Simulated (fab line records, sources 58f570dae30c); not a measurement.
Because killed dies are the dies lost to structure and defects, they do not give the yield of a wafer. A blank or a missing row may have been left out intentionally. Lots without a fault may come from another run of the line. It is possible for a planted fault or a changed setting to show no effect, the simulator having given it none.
A lot that was struck, set against a sound lot ; flow berkeley-cmos170 ; 14 steps out of a route of 331
Sound: the wafers L639.1, L639.2, L639.5. Struck: wafers L631.2, L631.5, L631.6. The cause is given at the end.
For every step that has rows: the tool of each side, followed by ch and its chambers, followed by its first start. Under that, the readings that differ: sound wafers ; struck wafers ; difference of the means ; sigmas: that difference in standard deviations of wafers without a fault.
alike: readings whose means differ by less than 2 such deviations, and words and numbers that are the same on both sides. not compared: withheld readings, readings that some wafer has no value for, bounds like >300 that may hide the same value, and numbers for which the record gives no deviation and whose values overlap.
The two part at a step that has a row with sigmas, a row that says differs or no value, or rows on one side only. Non-overlapping numbers with no deviation appear without sigmas and do not part them. A reading missing from all wafers of one side parts the sides only when that side holds two or more wafers.

UCB170_CONTACT_STRIP_06: strips in O2.
  sound on plasma-asher-03 ch 0,1, day 10 14:08; struck on plasma-asher-02 ch 0,1, day 9 07:20
  alike: drypump-motor-current-A, oes-product-au, strip-time-to-endpoint-s
  not compared: rf-hours-counter-h
then, 1 step without rows for these wafers: UCB170_CONTACT_CLEAN_07 (cleans in SPM, time 600 s).
UCB170_CONTACT_RTA_08: time 10 s.
  sound on rtp-anneal-01 ch 0, day 10 14:24; struck on rtp-anneal-02 ch 0, day 9 07:45
reading;sound;struck;difference;sigmas
lamp-power-pct (%);29.6 29.6 29.6;25.5 25.5 25.6;-4.1;-2
  alike: wafer_temp_C_max
then, 6 steps without rows for these wafers: UCB170_CONTACT_COAT_09; UCB170_CONTACT_COAT_10 (resist thk 900 nm); UCB170_CONTACT_SOFTBAKE_11 (time 60 s); UCB170_CONTACT_EXPOSE_12 (exposes mask CONT, target cd 700 nm); UCB170_CONTACT_PEB_13; UCB170_CONTACT_DEVELOP_14 (develop time 45 s).
UCB170_CONTACT_CD_MEAS_15: the cd target is 700 nm.
  sound: cd-sem-01 at day 10 15:19; struck: cd-sem-02 at day 9 09:25
  alike: cd-nm
UCB170_CONTACT_OVL_MEAS_16:
  sound: overlay-02 at day 10 15:26; struck: overlay-02 at day 9 09:32
  alike: CONTACT_OVL
UCB170_CONTACT_ETCH_17: etches BARC in N2/H2.
  sound on rie-diel-01 ch 1,2, day 10 15:28; struck on rie-diel-03 ch 0,1,3, day 9 09:34
  alike: drypump-motor-current-A, oes-product-au, throttle-valve-pct
UCB170_CONTACT_ETCH_18: etches PSG in CHF3/CF4/Ar, stops on TiSi2, target depth 840 nm, time 195 s.
  sound on rie-diel-01 ch 1,2, day 10 15:00; struck on rie-diel-03 ch 0,1,3, day 9 09:00
reading;sound;struck;difference;sigmas
oes-product-au (a.u.);0.896 0.895 0.906;1.003 1.016 0.975;+0.099;+7
run-length-s (s);222.5 223.0 222.1;174.6 174.4 174.3;-48.1;-99 or more
model.CONTACT.feature-depth-nm (nm);701 698.1 705.3;624.1 632.6 616.5;-77.1;
model.etch.depth-nm (nm);701 698.1 705.3;624.1 632.6 616.5;-77.1;
model.KrF_of_CONTACT_COAT_10.thk-nm (nm);694 699.3 695.9;739.9 735.8 743;+43.2;
  alike: drypump-motor-current-A, throttle-valve-pct
  not compared: rf-hours-counter-h
UCB170_CONTACT_STRIP_19: strips in O2.
  sound on plasma-asher-03 ch 0,1, day 10 15:38; struck on plasma-asher-02 ch 0,1, day 9 09:44
  alike: drypump-motor-current-A, oes-product-au
  not compared: rf-hours-counter-h

WHERE THEY PART
At UCB170_CONTACT_RTA_08 first; at UCB170_CONTACT_ETCH_18 last (within this record only). Later steps at which nothing parts them and some readings are alike: UCB170_CONTACT_STRIP_19.

WHY: what the simulator had put in
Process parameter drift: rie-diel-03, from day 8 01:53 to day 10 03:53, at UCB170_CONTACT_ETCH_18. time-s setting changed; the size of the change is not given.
